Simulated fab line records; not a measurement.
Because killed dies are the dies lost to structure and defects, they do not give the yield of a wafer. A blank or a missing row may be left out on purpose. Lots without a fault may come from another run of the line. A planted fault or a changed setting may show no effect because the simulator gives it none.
Struck lot and sound lot, side by side -- flow ritCmos -- 22 steps out of a route of 202
Sound: these wafers, L892.2, L892.3, L892.5. Struck: wafers L897.1, L897.3, L897.6. Last of all comes the cause.
For every step that has rows: the tool of each side, followed by ch and its chambers, followed by its first start. Under that, the readings that differ: sound wafers -- struck wafers -- difference of the means -- sigmas: that difference in standard deviations of wafers without a fault.
alike: readings with means less than 2 such deviations apart, plus words and numbers identical on both sides. not compared: withheld readings, readings lacking a value on some wafer, bounds such as >300 that could conceal the same value, and numbers that have no deviation in the record and whose values overlap.
The two part at a step that has a row with sigmas, a row that says differs or no value, or rows on one side only. Numbers that have no deviation but don't overlap get no sigmas and don't part them. Lack of a reading on every wafer of one side parts them only where that side has two or more wafers.

first, 2 steps without rows for these wafers: RIT_NSD_HARDBAKE_07 (time 60 s); RIT_NSD_IMPLANT_08.
RIT_NSD_STRIP_09: strips in O2, time 180 s.
  sound on plasmaAsher-01 ch 0,1, day 3 05:49; struck on plasmaAsher-03 ch 0,1, day 4 05:46
reading,sound,struck,difference,sigmas
drypumpMotorCurrentA (A),5.1 5.2 5.1,5.7 6.1 6.1,+0.8,+2
  not compared: rfHoursCounterH
RIT_NSD_TW_MEAS_10:
  sound on filmMetro-02, day 3 06:00; struck on filmMetro-02, day 4 05:56
  alike: NSD_TW
then, 6 steps without rows for these wafers: RIT_PSD_HMDS_00 (prime time 60 s); RIT_PSD_COAT_01 (resist thk 1000 nm); RIT_PSD_SOFTBAKE_02 (time 60 s); RIT_PSD_EXPOSE_03 (exposes mask M10, target cd 40900 nm); RIT_PSD_PEB_04; RIT_PSD_DEVELOP_05 (develop time 50 s).
RIT_PSD_OVL_MEAS_06:
  sound on overlay-02, day 3 07:04; struck on overlay-02, day 4 07:13
reading,sound,struck,difference,sigmas
PSD_OVL (nm),2.1 1.2 2.6,-3.2 -0.7 -0.7,-3.5,-2
then, 1 step without rows for these wafers: RIT_PSD_HARDBAKE_07 (time 60 s).
RIT_PSD_IMPLANT_08:
  sound on implanter-04 ch 0, day 3 07:16; struck on implanter-04 ch 0, day 4 07:43
RIT_PSD_STRIP_09: strips in O2, time 180 s.
  sound on plasmaAsher-03 ch 0,1, day 3 07:24; struck on plasmaAsher-04 ch 1, day 4 07:52
  alike: drypumpMotorCurrentA
  not compared: rfHoursCounterH
RIT_PSD_TW_MEAS_10:
  sound on filmMetro-02, day 3 07:35; struck on filmMetro-01, day 4 08:05
reading,sound,struck,difference,sigmas
PSD_TW,3439 3456 3461,3554 3546 3548,+97,+3
then, 3 steps without rows for these wafers: RIT_SDANNEAL_CLEAN_00 (cleans in SC1, time 587.1 s); RIT_SDANNEAL_CLEAN_01 (cleans in dHF, time 30 s); RIT_SDANNEAL_CLEAN_02 (cleans in SC2, time 600 s).
RIT_SDANNEAL_RTA_03: time 5 s.
  sound on rtpAnneal-01 ch 0, day 3 08:01; struck on rtpAnneal-02 ch 0, day 4 08:31
  alike: wafer_temp_C_max
RIT_SDANNEAL_RS_MEAS_04: a four-point-probe measurement.
  sound on filmMetro-03, day 3 08:05; struck on filmMetro-01, day 4 08:34
reading,sound,struck,difference,sigmas
PSD_RS (ohm/sq),115.9 115.7 115.6,107.9 107.5 107.6,-8.1,-25
RIT_SDANNEAL_RS_MEAS_05: a four-point-probe measurement.
  sound on filmMetro-03, day 3 08:12; struck on filmMetro-01, day 4 08:41
  alike: NSD_RS
RIT_M1_PROBE_99:
  sound on prober-02, day 3 15:30; struck on prober-01, day 4 15:59
  alike: killed_at_M0_to_M3, killedAtContacts, killedAtFrontEnd, killedDies, killedOpen, killedShort

## WHERE THEY PART
First at RIT_NSD_STRIP_09; last, within this record, at RIT_SDANNEAL_RS_MEAS_04. Later steps at which nothing parts them and some readings are alike: RIT_SDANNEAL_RS_MEAS_05, RIT_M1_PROBE_99.

WHY: the cause the simulator had injected
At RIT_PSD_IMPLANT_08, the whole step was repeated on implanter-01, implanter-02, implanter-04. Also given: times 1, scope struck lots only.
